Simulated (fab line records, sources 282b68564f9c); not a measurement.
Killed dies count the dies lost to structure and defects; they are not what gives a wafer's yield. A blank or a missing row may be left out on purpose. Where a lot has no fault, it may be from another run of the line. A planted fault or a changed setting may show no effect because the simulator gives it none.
fab line records    flow rit-cmos    part 1 of 2: steps 1 to 34 of 47
record lots=5  wafers=15  last-day=7
route steps=202 shown ACTIVE@5 FOX1@20 FOX2@23 NWELL@28 PWELL@39 WELLDRIVE@50
lots that met no fault: from a run of the same line without faults
start-h: the number of hours between the record's first day and the start of the first shown wafer of the lot    wait-h: hours since the lot's step before    " as in the row above    L1.1+2: a single row standing in for several wafers    - no value, or no start was given    * or withheld: withheld    < > ~ a bound
route shown NAME@n: a module of which the file shows steps, and the number in the route of the first    usual: mean/standard deviation of fault-free wafers    same: alike in all rows    chamber/n: place in a boat    sites: each site's reading    _std_site: the standard deviation of these    _edge_site: inner sites' mean taken away from outer sites' mean    radius-mm: how far each site lies from the wafer's centre    mask NAME#n: copy n    behind: the tool/chamber that last shaped the wafer    hold: what put the lot on hold/how long, in hours/how the hold closed    device: names the non-switching transistor (n, p or np)    end of line: the route-end tests of the same wafers    for a step that has no rows: nothing shown but its recipe    killed: the dies lost at the first sort to structure and to defects; this is not the yield of the wafer    map: the dies of a wafer, with x for killed, . for not killed, _ for no die there
set.NAME: the setting the step ran with; set.NAME@STEP: the setting that earlier step ran with    model.NAME: the simulator's own value behind a step, which no gauge read
lots at selected steps of the route; one table per step, one row per wafer
services: the hour from which a tool's chamber was out of use, counted from the record's first day as start-h (under 0 if before that day), plus the number of hours and why
## steps
# step RIT_ACTIVE_THK_MEAS_04
# recipe reads=Si3N4_of_ACTIVE_CVD_03
# usual ACTIVE_NITRIDE_THK=150.1/1.3
lot.wafer  tool           chamber  start-h  wait-h  ACTIVE_NITRIDE_THK[nm]
L082.1     film-metro-03  -        54.24    0.0     150.6
L082.2     "              -        "        "       151.6
L082.5     "              -        "        "       151.3
L088.1     film-metro-02  -        83.53    0.0     149.3
L088.2     "              -        "        "       149.0
L088.6     "              -        "        "       147.8
L092.2     film-metro-03  -        103.54   0.0     149.4
L092.4     "              -        "        "       150.2
L092.5     "              -        "        "       150.0
L093.3     film-metro-01  -        108.55   0.0     150.6
L093.5     "              -        "        "       149.6
L093.6     "              -        "        "       151.0
L094.2     film-metro-03  -        113.54   0.0     150.5
L094.4     "              -        "        "       150.0
L094.6     "              -        "        "       150.4
# step RIT_ACTIVE_HMDS_05
# recipe prime-time-s=60  prime-temp-c=140
lot.wafer   tool            chamber  start-h  wait-h
L082.1+2+5  litho-track-01  0        54.30    0.1
L088.1+2+6  litho-track-04  0        83.59    0.1
L092.2+4+5  litho-track-04  0        103.61   0.1
L093.3+5+6  litho-track-01  0        108.64   0.1
L094.2+4+6  litho-track-01  0        113.61   0.1
# step RIT_ACTIVE_COAT_06
# recipe resist=NOVOLAK  spin-rpm=3250  resist-thk-nm=1000
# usual spin-speed-rpm=3249.7/2.5
lot.wafer  tool            chamber  start-h  wait-h  spin-speed-rpm
L082.1     litho-track-01  0        54.45    0.1     3251.6
L082.2     "               0        "        "       3249.7
L082.5     "               0        "        "       3247.9
L088.1     litho-track-04  0        83.74    0.1     3250.0
L088.2     "               0        "        "       3242.0
L088.6     "               0        "        "       3248.3
L092.2     litho-track-04  0        103.77   0.1     3251.2
L092.4     "               0        "        "       3247.8
L092.5     "               0        "        "       3254.3
L093.3     litho-track-01  0        108.79   0.1     3250.0
L093.5     "               0        "        "       3249.8
L093.6     "               0        "        "       3250.0
L094.2     litho-track-01  0        113.77   0.1     3250.0
L094.4     "               0        "        "       3248.0
L094.6     "               0        "        "       3249.9
# step RIT_ACTIVE_SOFTBAKE_07
# recipe resist=NOVOLAK  temp-c=90  time-s=60
lot.wafer   tool            chamber  start-h  wait-h
L082.1+2+5  litho-track-01  0        54.60    0.1
L088.1+2+6  litho-track-04  0        83.89    0.1
L092.2+4+5  litho-track-04  0        103.92   0.1
L093.3+5+6  litho-track-01  0        108.94   0.1
L094.2+4+6  litho-track-01  0        113.92   0.1
# step RIT_ACTIVE_EXPOSE_08
# recipe mask-id=M1  na=0.6  source-shape=conventional  sigma-outer=0.6  target-cd-nm=1400  dose-mj=225
lot.wafer   tool              chamber  start-h  wait-h  mask
L082.1+2+5  iline-stepper-01  0        54.87    0.2     M1#0
L088.1+2+6  iline-stepper-01  0        84.17    0.2     M1#0
L092.2+4+5  iline-stepper-02  0        104.06   0.1     M1#0
L093.3+5+6  iline-stepper-01  0        109.20   0.2     M1#0
L094.2+4+6  iline-stepper-01  0        114.06   0.1     M1#0
# step RIT_ACTIVE_PEB_09
# recipe resist=NOVOLAK  temp-c=withheld  time-s=withheld
lot.wafer   tool            chamber  start-h  wait-h
L082.1+2+5  litho-track-04  0        55.01    0.1
L088.1+2+6  litho-track-03  0        84.28    0.1
L092.2+4+5  litho-track-03  0        104.18   0.1
L093.3+5+6  litho-track-04  0        109.33   0.1
L094.2+4+6  litho-track-03  0        114.18   0.1
# step RIT_ACTIVE_DEVELOP_10
# recipe resist=NOVOLAK  develop-time-s=50  dev-temp-c=23
lot.wafer   tool            chamber  start-h  wait-h
L082.1+2+5  litho-track-04  0        -        -
L088.1+2+6  litho-track-03  0        -        -
L092.2+4+5  litho-track-03  0        -        -
L093.3+5+6  litho-track-04  0        -        -
L094.2+4+6  litho-track-03  0        -        -
# step RIT_ACTIVE_CD_MEAS_11
# recipe target-cd-nm=1400
# usual cd-nm=1400.2/2.3
lot.wafer  tool       chamber  start-h  wait-h  cd-nm
L082.1     cd-sem-02  -        55.30    -       1402.3
L082.2     "          -        "        "       1401.3
L082.5     "          -        "        "       1400.5
L088.1     cd-sem-02  -        84.56    -       1401.2
L088.2     "          -        "        "       1400.0
L088.6     "          -        "        "       1400.9
L092.2     cd-sem-02  -        104.46   -       1397.5
L092.4     "          -        "        "       1395.8
L092.5     "          -        "        "       1397.8
L093.3     cd-sem-01  -        109.60   -       1399.3
L093.5     "          -        "        "       1397.3
L093.6     "          -        "        "       1398.7
L094.2     cd-sem-01  -        114.46   -       1396.6
L094.4     "          -        "        "       1397.3
L094.6     "          -        "        "       1400.5
# step RIT_ACTIVE_HARDBAKE_12
# recipe resist=NOVOLAK  temp-c=140  time-s=60
lot.wafer   tool            chamber  start-h  wait-h
L082.1+2+5  litho-track-04  0        55.42    0.1
L088.1+2+6  litho-track-03  0        84.68    0.1
L092.2+4+5  litho-track-01  0        104.58   0.1
L093.3+5+6  litho-track-01  0        109.73   0.1
L094.2+4+6  litho-track-04  0        114.58   0.1
# step RIT_ACTIVE_ETCH_13
# recipe stop-on=SiO2  chemistry=SF6  target=Si3N4  time-s=210  over-etch-frac=0.4  SF6_flow_sccm=200  pressure-mtorr=260  rf-w=125  target-depth-a=2100
# usual SF6_flow_sccm=199.9/0.61  drypump-motor-current-A=5.8/0.49  oes-product-au=0.830/0.015  throttle-valve-pct=7.46/0.11
lot.wafer  tool         chamber  start-h  wait-h  SF6_flow_sccm  drypump-motor-current-A  oes-product-au  rf-hours-counter-h  throttle-valve-pct
L082.1     rie-diel-02  1        55.57    0.1     200.2          5.7                      0.853           140                 7.47
L082.2     "            0        "        "       200.2          5.3                      0.824           30                  7.59
L082.5     "            3        "        "       200.1          6.4                      0.821           -                   7.64
L088.1     rie-diel-01  3        84.83    0.1     200.3          5.5                      0.815           48                  7.45
L088.2     "            0        "        "       201.4          6.6                      0.809           102                 7.34
L088.6     "            1        "        "       199.5          5.3                      0.832           -                   7.57
L092.2     rie-diel-01  1        104.71   0.1     199.7          5.3                      0.838           129                 7.58
L092.4     "            3        "        "       200.5          5.5                      0.820           48                  7.46
L092.5     "            1        "        "       200.7          5.3                      0.838           -                   7.58
L093.3     rie-diel-02  0        109.83   0.1     200.1          5.3                      0.820           31                  7.60
L093.5     "            0        "        "       200.1          5.3                      0.825           -                   7.61
L093.6     "            2        "        "       200.3          6.4                      0.843           -                   7.41
L094.2     rie-diel-02  2        114.71   0.1     199.4          6.4                      0.846           38                  7.41
L094.4     "            3        "        "       200.0          6.4                      0.824           0                   7.64
L094.6     "            3        "        "       199.6          6.3                      0.819           -                   7.66
# step RIT_ACTIVE_STRIP_14
# recipe chemistry=O2  time-s=180  resist=NOVOLAK  platen-temp-c=withheld  power-w=500  pressure-mtorr=4000  o2-flow-sccm=4000
# usual drypump-motor-current-A=6.0/0.49
lot.wafer  tool             chamber  start-h  wait-h  drypump-motor-current-A  rf-hours-counter-h
L082.1     plasma-asher-03  1        55.70    0.1     5.8                      44
L082.2     "                0        "        "       6.4                      44
L082.5     "                1        "        "       5.8                      -
L088.1     plasma-asher-01  1        84.97    0.1     6.0                      42
L088.2     "                0        "        "       6.1                      42
L088.6     "                1        "        "       6.0                      -
L092.2     plasma-asher-01  1        104.84   0.1     6.0                      45
L092.4     "                1        "        "       6.0                      -
L092.5     "                1        "        "       6.0                      -
L093.3     plasma-asher-02  0        110.03   0.1     6.8                      -
L093.5     "                1        "        "       4.9                      -
L093.6     "                0        "        "       6.8                      -
L094.2     plasma-asher-01  0        114.84   0.1     6.1                      47
L094.4     "                0        "        "       6.1                      -
L094.6     "                0        "        "       6.1                      -
# step RIT_ACTIVE_CD_MEAS_90
# recipe target-cd-nm=1400
# usual cd-nm=1400.2/2.4
lot.wafer  tool       chamber  start-h  wait-h  cd-nm
L082.1     cd-sem-02  -        55.88    0.1     1402.1
L082.2     "          -        "        "       1401.3
L082.5     "          -        "        "       1400.9
L088.1     cd-sem-02  -        85.14    0.1     1401.4
L088.2     "          -        "        "       1400.3
L088.6     "          -        "        "       1401.4
L092.2     cd-sem-02  -        105.04   0.1     1398.1
L092.4     "          -        "        "       1396.1
L092.5     "          -        "        "       1397.9
L093.3     cd-sem-01  -        110.18   0.1     1399.4
L093.5     "          -        "        "       1396.8
L093.6     "          -        "        "       1398.3
L094.2     cd-sem-02  -        115.04   0.1     1396.8
L094.4     "          -        "        "       1398.4
L094.6     "          -        "        "       1400.9
# step RIT_ACTIVE_CLEAN_15
# recipe chemistry=SC1  mix=3:3:50  time-s=600  temp-c=75
lot.wafer   tool          chamber  start-h  wait-h
L082.1+2+5  wet-bench-02  2        56.00    0.1
L088.1+2+6  wet-bench-01  1        85.26    0.1
L092.2+4+5  wet-bench-01  1        105.14   0.1
L093.3+5+6  wet-bench-04  0        110.26   0.1
L094.2+4+6  wet-bench-02  2        115.14   0.1
# step RIT_ACTIVE_CLEAN_16
# recipe chemistry=dHF  dilution=50:1  time-s=30
lot.wafer   tool          chamber  start-h  wait-h
L082.1+2+5  wet-bench-01  2        56.19    0.0
L088.1+2+6  wet-bench-04  0        85.44    0.0
L092.2+4+5  wet-bench-02  3        105.31   0.0
L093.3+5+6  wet-bench-02  3        110.44   0.0
L094.2+4+6  wet-bench-04  2        115.33   0.0
# step RIT_ACTIVE_CLEAN_17
# recipe chemistry=SC2  mix=3:3:50  time-s=600  temp-c=75  dry=n2-spin
lot.wafer   tool          chamber  start-h  wait-h
L082.1+2+5  wet-bench-04  0        56.20    0.0
L088.1+2+6  wet-bench-02  1        85.45    0.0
L092.2+4+5  wet-bench-01  3        105.33   0.0
L093.3+5+6  wet-bench-01  3        110.46   0.0
L094.2+4+6  wet-bench-01  3        115.35   0.0
# step RIT_FOX1_OXIDATION_00
# recipe temp-c=1100  ambient=H2O  target-thk-a=3507  p-h2o-torr=720  ox-time-s=1130
# usual zone-power-load-pct=44/4.1
lot.wafer  tool        chamber  start-h  wait-h  zone-power-load-pct
L082.1     furnace-03  0        57.24    0.9     47
L082.2     "           0        "        "       47
L082.5     "           0        "        "       47
L088.1     furnace-01  0        85.65    0.0     37
L088.2     "           0        "        "       37
L088.6     "           0        "        "       38
L092.2     furnace-01  0        105.51   0.0     38
L092.4     "           0        "        "       38
L092.5     "           0        "        "       37
L093.3     furnace-01  0        110.91   0.3     38
L093.5     "           0        "        "       37
L093.6     "           0        "        "       37
L094.2     furnace-03  0        116.56   1.0     46
L094.4     "           0        "        "       47
L094.6     "           0        "        "       46
# step RIT_FOX1_THK_MEAS_01
# recipe reads=SiO2_of_FOX1_OXIDATION_00
# usual FOX1_OXIDE_THK=348/8
lot.wafer  tool           chamber  start-h  wait-h  FOX1_OXIDE_THK[nm]
L082.1     film-metro-03  -        58.55    0.0     344
L082.2     "              -        "        "       342
L082.5     "              -        "        "       347
L088.1     film-metro-03  -        86.96    0.0     347
L088.2     "              -        "        "       352
L088.6     "              -        "        "       347
L092.2     film-metro-04  -        106.83   0.0     352
L092.4     "              -        "        "       339
L092.5     "              -        "        "       347
L093.3     film-metro-04  -        112.25   0.0     357
L093.5     "              -        "        "       361
L093.6     "              -        "        "       358
L094.2     film-metro-03  -        117.89   0.0     334
L094.4     "              -        "        "       337
L094.6     "              -        "        "       333
# step RIT_FOX1_WET_ETCH_02
# recipe chemistry=BOE  target-depth-nm=350  time-s=390  temp-c=21.5  dry=n2-spin  dilution=10:1  target=SiO2
lot.wafer   tool          chamber  start-h  wait-h
L082.1+2+5  wet-bench-02  3        58.61    0.1
L088.1+2+6  wet-bench-03  2        87.02    0.1
L092.2+4+5  wet-bench-04  1        106.88   0.0
L093.3+5+6  wet-bench-04  3        112.29   0.0
L094.2+4+6  wet-bench-04  1        117.94   0.0
# step RIT_FOX2_OXIDATION_00
# recipe temp-c=1100  ambient=H2O  target-thk-a=3507  p-h2o-torr=720  ox-time-s=1130
# usual zone-power-load-pct=45.0/1.9
lot.wafer  tool        chamber  start-h  wait-h  zone-power-load-pct
L082.1     furnace-03  0        58.74    0.0     47.0
L082.2     "           0        "        "       46.4
L082.5     "           0        "        "       46.0
L088.1     furnace-04  0        87.14    0.0     41.2
L088.2     "           0        "        "       41.7
L088.6     "           0        "        "       42.0
L092.2     furnace-02  0        107.05   0.0     44.5
L092.4     "           0        "        "       45.0
L092.5     "           0        "        "       44.5
L093.3     furnace-02  0        112.40   0.0     44.5
L093.5     "           0        "        "       44.7
L093.6     "           0        "        "       45.0
L094.2     furnace-02  0        118.05   0.0     44.5
L094.4     "           0        "        "       44.2
L094.6     "           0        "        "       43.6
# step RIT_FOX2_THK_MEAS_01
# recipe reads=SiO2_of_FOX2_OXIDATION_00
# usual FOX2_OXIDE_THK=351/7.9
lot.wafer  tool           chamber  start-h  wait-h  FOX2_OXIDE_THK[nm]
L082.1     film-metro-03  -        60.06    0.0     364
L082.2     "              -        "        "       366
L082.5     "              -        "        "       359
L088.1     film-metro-03  -        88.45    0.0     348
L088.2     "              -        "        "       352
L088.6     "              -        "        "       352
L092.2     film-metro-04  -        108.38   0.0     357
L092.4     "              -        "        "       357
L092.5     "              -        "        "       354
L093.3     film-metro-04  -        113.74   0.0     351
L093.5     "              -        "        "       350
L093.6     "              -        "        "       348
L094.2     film-metro-04  -        119.38   0.0     349
L094.4     "              -        "        "       346
L094.6     "              -        "        "       349
# step RIT_FOX2_CLEAN_02
# recipe chemistry=dHF  dilution=50:1  time-s=180
lot.wafer   tool          chamber  start-h  wait-h
L082.1+2+5  wet-bench-03  1        60.12    0.1
L088.1+2+6  wet-bench-04  1        88.51    0.1
L092.2+4+5  wet-bench-04  3        108.43   0.0
L093.3+5+6  wet-bench-04  3        113.78   0.0
L094.2+4+6  wet-bench-04  2        119.43   0.0
# step RIT_FOX2_WET_ETCH_03
# recipe chemistry=H3PO4  target=Si3N4  target-depth-nm=195  temp-c=165  time-s=2700
lot.wafer   tool          chamber  start-h  wait-h
L082.1+2+5  wet-bench-04  0        60.18    0.0
L088.1+2+6  wet-bench-01  0        88.57    0.0
L092.2+4+5  wet-bench-04  1        108.49   0.0
L093.3+5+6  wet-bench-01  1        113.83   0.0
L094.2+4+6  wet-bench-03  1        119.49   0.0
# step RIT_FOX2_THK_MEAS_90
# recipe reads=SiO2_of_FOX2_OXIDATION_00
# usual FIELD_OXIDE_LEFT_1_THK=324/8
lot.wafer  tool           chamber  start-h  wait-h  FIELD_OXIDE_LEFT_1_THK[nm]
L082.1     film-metro-01  -        60.94    0.0     336
L082.2     "              -        "        "       339
L082.5     "              -        "        "       332
L088.1     film-metro-01  -        89.33    0.0     321
L088.2     "              -        "        "       325
L088.6     "              -        "        "       324
L092.2     film-metro-01  -        109.25   0.0     330
L092.4     "              -        "        "       330
L092.5     "              -        "        "       327
L093.3     film-metro-04  -        114.61   0.0     324
L093.5     "              -        "        "       322
L093.6     "              -        "        "       320
L094.2     film-metro-04  -        120.25   0.0     322
L094.4     "              -        "        "       319
L094.6     "              -        "        "       322
# step RIT_NWELL_HMDS_00
# recipe prime-time-s=60  prime-temp-c=140
lot.wafer   tool            chamber  start-h  wait-h
L082.1+2+5  litho-track-02  0        61.15    0.2
L088.1+2+6  litho-track-04  0        89.39    0.1
L092.2+4+5  litho-track-02  0        109.33   0.1
L093.3+5+6  litho-track-02  0        114.70   0.1
L094.2+4+6  litho-track-02  0        120.33   0.1
# step RIT_NWELL_COAT_01
# recipe resist=NOVOLAK  spin-rpm=2000  resist-thk-nm=1300
# usual spin-speed-rpm=2000.0/1.6
lot.wafer  tool            chamber  start-h  wait-h  spin-speed-rpm
L082.1     litho-track-02  0        61.30    0.1     1998.3
L082.2     "               0        "        "       2003.2
L082.5     "               0        "        "       1998.7
L088.1     litho-track-04  0        89.54    0.1     2000.0
L088.2     "               0        "        "       2000.9
L088.6     "               0        "        "       1998.2
L092.2     litho-track-02  0        109.48   0.1     2000.6
L092.4     "               0        "        "       1999.7
L092.5     "               0        "        "       2000.5
L093.3     litho-track-02  0        114.85   0.1     2000.3
L093.5     "               0        "        "       1995.4
L093.6     "               0        "        "       2000.5
L094.2     litho-track-02  0        120.48   0.1     1997.9
L094.4     "               0        "        "       1999.7
L094.6     "               0        "        "       2000.0
# step RIT_NWELL_SOFTBAKE_02
# recipe resist=NOVOLAK  temp-c=90  time-s=60
lot.wafer   tool            chamber  start-h  wait-h
L082.1+2+5  litho-track-02  0        61.45    0.1
L088.1+2+6  litho-track-04  0        89.69    0.1
L092.2+4+5  litho-track-02  0        109.63   0.1
L093.3+5+6  litho-track-02  0        115.00   0.1
L094.2+4+6  litho-track-02  0        120.63   0.1
# step RIT_NWELL_EXPOSE_03
# recipe mask-id=M2  na=0.57  target-cd-nm=43900  dose-mj=250
lot.wafer   tool              chamber  start-h  wait-h  mask
L082.1+2+5  iline-stepper-01  0        61.73    0.2     M2#0
L088.1+2+6  iline-stepper-02  0        89.96    0.2     M2#0
L092.2+4+5  iline-stepper-01  0        109.77   0.1     M2#0
L093.3+5+6  iline-stepper-01  0        115.14   0.1     M2#0
L094.2+4+6  iline-stepper-01  0        120.77   0.1     M2#0
# step RIT_NWELL_PEB_04
# recipe resist=NOVOLAK  temp-c=withheld  time-s=withheld
lot.wafer   tool            chamber  start-h  wait-h
L082.1+2+5  litho-track-04  0        62.01    0.3
L088.1+2+6  litho-track-02  0        90.08    0.1
L092.2+4+5  litho-track-04  0        109.90   0.1
L093.3+5+6  litho-track-04  0        115.27   0.1
L094.2+4+6  litho-track-04  0        120.90   0.1
# step RIT_NWELL_DEVELOP_05
# recipe resist=NOVOLAK  develop-time-s=68  dev-temp-c=23
lot.wafer   tool            chamber  start-h  wait-h
L082.1+2+5  litho-track-04  0        -        -
L088.1+2+6  litho-track-02  0        -        -
L092.2+4+5  litho-track-04  0        -        -
L093.3+5+6  litho-track-04  0        -        -
L094.2+4+6  litho-track-04  0        -        -
# step RIT_NWELL_OVL_MEAS_06
# usual NWELL_OVL=1.0/1.3
lot.wafer  tool        chamber  start-h  wait-h  NWELL_OVL[nm]
L082.1     overlay-02  -        62.32    -       0.6
L082.2     "           -        "        "       1.4
L082.5     "           -        "        "       1.4
L088.1     overlay-01  -        90.39    -       0.8
L088.2     "           -        "        "       2.8
L088.6     "           -        "        "       0.0
L092.2     overlay-01  -        110.19   -       2.3
L092.4     "           -        "        "       2.9
L092.5     "           -        "        "       0.2
L093.3     overlay-02  -        115.54   -       1.2
L093.5     "           -        "        "       0.3
L093.6     "           -        "        "       1.9
L094.2     overlay-01  -        121.19   -       1.8
L094.4     "           -        "        "       3.7
L094.6     "           -        "        "       2.7
# step RIT_NWELL_HARDBAKE_07
# recipe resist=NOVOLAK  temp-c=140  time-s=120
lot.wafer   tool            chamber  start-h  wait-h
L082.1+2+5  litho-track-03  0        62.36    0.0
L088.1+2+6  litho-track-04  0        90.43    0.0
L092.2+4+5  litho-track-03  0        110.26   0.1
L093.3+5+6  litho-track-04  0        115.65   0.1
L094.2+4+6  litho-track-02  0        121.26   0.1
# step RIT_NWELL_IMPLANT_08
# recipe species=P  energy-kev=170  dose-cm2=5e+13  tilt-deg=7
# usual faraday-current-uA=159/3.2
lot.wafer  tool          chamber  start-h  wait-h  faraday-current-uA
L082.1     implanter-02  0        62.61    0.2     157
L082.2     "             0        "        "       155
L082.5     "             0        "        "       160
L088.1     implanter-03  0        90.68    0.2     167
L088.2     "             0        "        "       164
L088.6     "             0        "        "       156
L092.2     implanter-01  0        110.49   0.2     157
L092.4     "             0        "        "       158
L092.5     "             0        "        "       163
L093.3     implanter-02  0        115.87   0.2     161
L093.5     "             0        "        "       162
L093.6     "             0        "        "       161
L094.2     implanter-03  0        121.50   0.2     165
L094.4     "             0        "        "       156
L094.6     "             0        "        "       159
# step RIT_NWELL_STRIP_09
# recipe chemistry=O2  time-s=180  resist=NOVOLAK  platen-temp-c=withheld  power-w=500  pressure-mtorr=4000  o2-flow-sccm=4000
# usual drypump-motor-current-A=6.0/0.59
lot.wafer  tool             chamber  start-h  wait-h  drypump-motor-current-A  rf-hours-counter-h
L082.1     plasma-asher-02  0        62.76    0.1     6.8                      38
L082.2     "                1        "        "       5.0                      38
L082.5     "                1        "        "       4.9                      -
L088.1     plasma-asher-01  1        90.83    0.1     6.0                      43
L088.2     "                0        "        "       6.1                      43
L088.6     "                1        "        "       6.1                      -
L092.2     plasma-asher-01  1        110.62   0.1     6.1                      46
L092.4     "                1        "        "       6.0                      -
L092.5     "                1        "        "       6.0                      -
L093.3     plasma-asher-04  1        116.03   0.1     6.6                      -
L093.5     "                0        "        "       5.9                      -
L093.6     "                1        "        "       6.6                      -
L094.2     plasma-asher-02  1        121.62   0.1     5.0                      45
L094.4     "                1        "        "       4.9                      -
L094.6     "                0        "        "       6.7                      -
# step RIT_NWELL_TW_MEAS_10
# usual NWELL_TW=2144/20
lot.wafer  tool           chamber  start-h  wait-h  NWELL_TW
L082.1     film-metro-02  -        62.93    0.1     2131
L082.2     "              -        "        "       2127
L082.5     "              -        "        "       2125
L088.1     film-metro-02  -        91.00    0.1     2120
L088.2     "              -        "        "       2122
L088.6     "              -        "        "       2122
L092.2     film-metro-01  -        110.80   0.1     2172
L092.4     "              -        "        "       2165
L092.5     "              -        "        "       2167
L093.3     film-metro-02  -        116.16   0.1     2123
L093.5     "              -        "        "       2116
L093.6     "              -        "        "       2124
L094.2     film-metro-02  -        121.81   0.1     2115
L094.4     "              -        "        "       2143
L094.6     "              -        "        "       2141
